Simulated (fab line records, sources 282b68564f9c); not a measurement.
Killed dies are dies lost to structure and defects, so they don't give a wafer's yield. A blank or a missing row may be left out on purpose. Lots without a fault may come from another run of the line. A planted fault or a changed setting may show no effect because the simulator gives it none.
Which tool did it? | flow rit_cmos | 7 lots, 21 wafers sampled, at 2 steps of a route of 202

WHAT THE GAUGES READ, wafer by wafer
RIT_NWELL_TW_MEAS_10.
lot  | measured    | on            | NWELL_TW
L163 | day 2 07:11 | film_metro-02 | 2158 2166 2164
L165 | day 2 15:03 | film_metro-02 | 2150 2156 2154
L167 | day 3 03:30 | film_metro-04 | 2169 2164 2167
L172 | day 4 04:55 | film_metro-04 | 2171 2185 2181
L174 | day 4 11:50 | film_metro-04 | 2138 2137 2136
L180 | day 5 17:53 | film_metro-02 | 2144 2156 2144
L183 | day 6 08:26 | film_metro-02 | 2152 2155 2156

WHICH TOOL RAN EACH LOT (tool, then ch and the chambers of the sampled wafers, then the start)
lot  | RIT_NWELL_IMPLANT_08
L163 | implanter-02 ch 0, day 2 06:52
L165 | implanter-04 ch 0, day 2 14:44
L167 | implanter-04 ch 0, day 3 03:13
L172 | implanter-02 ch 0, day 4 04:35
L174 | implanter-02 ch 0, day 4 11:32
L180 | implanter-04 ch 0, day 5 17:34
L183 | implanter-01 ch 0, day 6 08:07
- RIT_NWELL_IMPLANT_08

THE ANSWER, worked out from the rows above alone
Rule: what is usual is taken from the lots themselves. Put in order of their means at a reading, lots are off if they are a third of the lots or fewer, leave a main group of 4 or more, and stand apart from it by a gap of 3 or more times the standard deviation of the main group's means; of several such gaps the widest counts. A main group whose means are all the same, to the digits that the tables above print for the reading, isn't used. A lot without any number at a reading at which 4 lots or more have one is off too. The other lots that the step has rows for count as sound.
No lot is off at any reading shown: from this, nothing can be told.

WHAT THE SIMULATOR HAD PUT IN
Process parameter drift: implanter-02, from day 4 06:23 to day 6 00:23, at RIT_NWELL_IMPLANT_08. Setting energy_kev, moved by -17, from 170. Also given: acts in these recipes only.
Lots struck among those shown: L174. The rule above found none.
